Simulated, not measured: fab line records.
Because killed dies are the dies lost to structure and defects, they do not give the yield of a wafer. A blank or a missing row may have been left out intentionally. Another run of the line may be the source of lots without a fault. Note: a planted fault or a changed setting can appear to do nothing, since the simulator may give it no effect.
Tool commonality check || flow berkeley_cmos170 || Sampled: 14 lots, 48 wafers

== WHAT PROMPTED THE OPENING ==
On 2 of the 14 lots, a flag is raised at UCB170_NSD_CD_MEAS_06 on the reading cd_nm. Wafers without a fault read 1200.3 nm, standard deviation 1.4.
Rule: a lot gets a flag if all its wafers with a number sit over 4 standard deviations from that mean, or if no wafer of it has a number. The rest of the lots are taken to be sound.

{"lot": "L959", "measured": "day 6 17:52", "on": "cd_sem-02", "cd_nm (nm), wafer by wafer": "1198.7 1198.3 1196.7", "flag": ""}
{"lot": "L963", "measured": "day 7 05:56", "on": "cd_sem-02", "cd_nm (nm), wafer by wafer": "1202.8 1202.5 1202.4", "flag": ""}
{"lot": "L964", "measured": "day 7 15:32", "on": "cd_sem-01", "cd_nm (nm), wafer by wafer": "1200.3 1200.7 1199.5", "flag": ""}
{"lot": "L966", "measured": "day 8 11:07", "on": "cd_sem-01", "cd_nm (nm), wafer by wafer": "1199.2 1199.3 1199.8", "flag": ""}
{"lot": "L968", "measured": "day 8 12:04", "on": "cd_sem-01", "cd_nm (nm), wafer by wafer": "1200.9 1199.9 1200.3", "flag": ""}
{"lot": "L967", "measured": "day 8 12:14", "on": "cd_sem-02", "cd_nm (nm), wafer by wafer": "1198.6 1198.1 1198.7", "flag": ""}
{"lot": "L969", "measured": "day 8 13:42", "on": "cd_sem-01", "cd_nm (nm), wafer by wafer": "1201.2 1201.7 1201.7", "flag": ""}
{"lot": "L973", "measured": "day 9 12:02", "on": "cd_sem-02", "cd_nm (nm), wafer by wafer": "1199.9 1200.5 1199.9", "flag": ""}
{"lot": "L974", "measured": "day 9 17:39", "on": "cd_sem-02", "cd_nm (nm), wafer by wafer": "1202.3 1200.4 1200.8", "flag": ""}
{"lot": "L978", "measured": "day 10 04:04", "on": "cd_sem-01", "cd_nm (nm), wafer by wafer": "1208.4 1209.0 1208.4 1208.6 1208.5 1207.8", "flag": "FLAGGED"}
{"lot": "L979", "measured": "day 10 15:17", "on": "cd_sem-02", "cd_nm (nm), wafer by wafer": "1208.3 1206.5 1206.9 1208.1 1206.8 1207.1", "flag": "FLAGGED"}
{"lot": "L981", "measured": "day 11 03:07", "on": "cd_sem-01", "cd_nm (nm), wafer by wafer": "1198.0 1199.3 1199.8", "flag": ""}
{"lot": "L982", "measured": "day 11 03:17", "on": "cd_sem-02", "cd_nm (nm), wafer by wafer": "1199.5 1197.6 1198.7", "flag": ""}
{"lot": "L980", "measured": "day 11 03:49", "on": "cd_sem-01", "cd_nm (nm), wafer by wafer": "1200.8 1201.4 1199.1", "flag": ""}
The mean of the flagged lots' numbers is 1207.9 nm, +7.6 nm from the usual (+5 standard deviations).

== EACH LOT AND THE TOOL IT RAN ON ==
The record keeps 1 process step preceding the reading, out of 331 steps on the route. Each cell gives the tool, then ch followed by the chambers the sampled wafers passed through, then the start.
{"lot": "L959", "flag": "", "UCB170_NSD_PEB_04": "litho_track-03 ch 0, day 6 17:35"}
{"lot": "L963", "flag": "", "UCB170_NSD_PEB_04": "litho_track-01 ch 0, day 7 05:40"}
{"lot": "L964", "flag": "", "UCB170_NSD_PEB_04": "litho_track-02 ch 0, day 7 15:16"}
{"lot": "L966", "flag": "", "UCB170_NSD_PEB_04": "litho_track-01 ch 0, day 8 10:50"}
{"lot": "L968", "flag": "", "UCB170_NSD_PEB_04": "litho_track-02 ch 0, day 8 11:47"}
{"lot": "L967", "flag": "", "UCB170_NSD_PEB_04": "litho_track-03 ch 0, day 8 11:59"}
{"lot": "L969", "flag": "", "UCB170_NSD_PEB_04": "litho_track-03 ch 0, day 8 13:26"}
{"lot": "L973", "flag": "", "UCB170_NSD_PEB_04": "litho_track-03 ch 0, day 9 11:46"}
{"lot": "L974", "flag": "", "UCB170_NSD_PEB_04": "litho_track-01 ch 0, day 9 17:17"}
{"lot": "L978", "flag": "FLAGGED", "UCB170_NSD_PEB_04": "litho_track-03 ch 0, day 10 03:46"}
{"lot": "L979", "flag": "FLAGGED", "UCB170_NSD_PEB_04": "litho_track-03 ch 0, day 10 15:01"}
{"lot": "L981", "flag": "", "UCB170_NSD_PEB_04": "litho_track-02 ch 0, day 11 02:50"}
{"lot": "L982", "flag": "", "UCB170_NSD_PEB_04": "litho_track-01 ch 0, day 11 03:00"}
{"lot": "L980", "flag": "", "UCB170_NSD_PEB_04": "litho_track-02 ch 0, day 11 03:32"}
These steps, and what they do:
- UCB170_NSD_PEB_04
- UCB170_NSD_CD_MEAS_06: target cd 1200 nm.

== FLAGGED OVER TOTAL, TOOL BY TOOL (the gauges that took the reading come last) ==
{"step": "UCB170_NSD_PEB_04", "tool": "litho_track-01", "lots run": 4, "flagged": 0, "share of the flagged lots": "none", "sound lots run after its first flagged lot": "-"}
{"step": "UCB170_NSD_PEB_04", "tool": "litho_track-02", "lots run": 4, "flagged": 0, "share of the flagged lots": "none", "sound lots run after its first flagged lot": "-"}
{"step": "UCB170_NSD_PEB_04", "tool": "litho_track-03", "lots run": 6, "flagged": 2, "share of the flagged lots": "all", "sound lots run after its first flagged lot": 0}
{"step": "UCB170_NSD_CD_MEAS_06", "tool": "cd_sem-01", "lots run": 7, "flagged": 1, "share of the flagged lots": "some", "sound lots run after its first flagged lot": "2 (L981,L980)"}
{"step": "UCB170_NSD_CD_MEAS_06", "tool": "cd_sem-02", "lots run": 7, "flagged": 1, "share of the flagged lots": "some", "sound lots run after its first flagged lot": "1 (L982)"}

== THE TABLE: WHAT IT ALLOWS ==
Rows of the table that ran each flagged lot: 1, that is litho_track-03 at UCB170_NSD_PEB_04.
- litho_track-03 at UCB170_NSD_PEB_04: 2 of its 6 lots flagged. Its last sound lot is L973 (day 9 11:46), its first flagged lot L978 (day 10 03:46): a fault that began between those two fits.
Just one tool remains: litho_track-03 at UCB170_NSD_PEB_04.

== WHAT THE SIMULATOR PUT IN ==
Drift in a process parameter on litho_track-03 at UCB170_NSD_PEB_04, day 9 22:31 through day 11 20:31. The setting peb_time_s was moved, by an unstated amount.
Struck lots among those shown: L978, L979. The rule given above showed the same thing.
